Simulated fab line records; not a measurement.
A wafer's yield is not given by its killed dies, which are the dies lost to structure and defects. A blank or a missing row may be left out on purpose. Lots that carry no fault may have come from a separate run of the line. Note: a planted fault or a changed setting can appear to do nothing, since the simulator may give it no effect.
A lot that was struck, set against a sound lot :: flow berkeley cmos170 :: 13 out of 331 route steps
Sound: these wafers, L652.2, L652.5, L652.6. Wafers struck: L662.2, L662.3, L662.4. The cause is given at the end.
For every step that has rows: the tool of each side, followed by ch and its chambers, followed by its first start. Under that, the readings that differ: sound wafers :: struck wafers :: difference of the means :: sigmas: that difference in standard deviations of wafers without a fault.
alike: words and numbers the same on both sides, and readings whose means are apart by under 2 such deviations; not compared: readings that were withheld, readings missing a value for some wafer, numbers with overlapping values and no deviation given by the record, and bounds like >300 which may hide the same value.
The two part at a step that has a row with sigmas, a row that says differs or no value, or rows on one side only. When numbers do not overlap yet have no deviation, they are printed without sigmas and do not part them. Lack of a reading on every wafer of one side parts them only where that side has two or more wafers.

first, 2 steps without rows for these wafers: UCB170_NLDD_PEB_04; UCB170_NLDD_DEVELOP_05 (develop time 45 s).
UCB170_NLDD_CD_MEAS_06: the cd target is 1200 nm.
  sound on cd sem-02 at day 7 09:10; struck on cd sem-01 at day 9 05:42
  alike: cd nm
UCB170_NLDD_OVL_MEAS_07:
  sound on overlay-02 at day 7 09:17; struck on overlay-01 at day 9 05:48
  alike: NLDD_OVL
then, 2 steps without rows for these wafers: UCB170_NLDD_IMPLANT_08; UCB170_NLDD_IMPLANT_09.
UCB170_NLDD_STRIP_10: strips in O2.
  sound on plasma asher-01 ch 0,1, day 7 09:37; struck on plasma asher-04 ch 0,1, day 9 06:08
  alike: drypump motor current A, oes product au, strip time to endpoint s
  not compared: rf hours counter h
UCB170_NLDD_TW_MEAS_11:
  sound on film metro-01 at day 7 09:43; struck on film metro-03 at day 9 06:14
  alike: NLDD_TW
then, 1 step without rows for these wafers: UCB170_NLDD_CLEAN_12 (cleans in SPM, time 600 s).
UCB170_SPACER_CVD_00: deposits SiO2 from TEOS/O2, target thk 376 nm, time 47 s.
  sound on pecvd-02 ch 0,1, day 7 09:56; struck on pecvd-02 ch 1,2, day 9 06:44
  alike: heater power w
UCB170_SPACER_THK_MEAS_01:
  sound on film metro-02 at day 7 10:00; struck on film metro-02 at day 9 06:47
  alike: SPACER_TEOS_THK
then, 1 step without rows for these wafers: UCB170_SPACER_ANNEAL_02 (time 1800 s).
UCB170_SPACER_ETCHBACK_03: etches SiO2 in CHF3/CF4/Ar, stops on Si, target depth 376 nm, time 100 s.
  sound on rie diel-03 ch 0,3, day 7 16:12; struck on rie diel-03 ch 0,1,2, day 9 09:07
reading: oes product au (a.u.)
sound: 0.921 0.929 0.910
struck: 0.843 0.819 0.825
difference: -0.091
sigmas: -6

reading: model.etch.depth nm (nm)
sound: 379.2 381.9 380.7
struck: 340.6 343.4 339.9
difference: -39.3
sigmas: 
  alike: drypump motor current A, mfc ar sccm, throttle valve pct
  not compared: rf hours counter h

WHERE THEY PART
Only at UCB170_SPACER_ETCHBACK_03, as far as this record shows.

WHY: the cause the simulator had injected
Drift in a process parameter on rie diel-03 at UCB170_SPACER_ETCHBACK_03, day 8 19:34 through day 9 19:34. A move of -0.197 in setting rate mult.
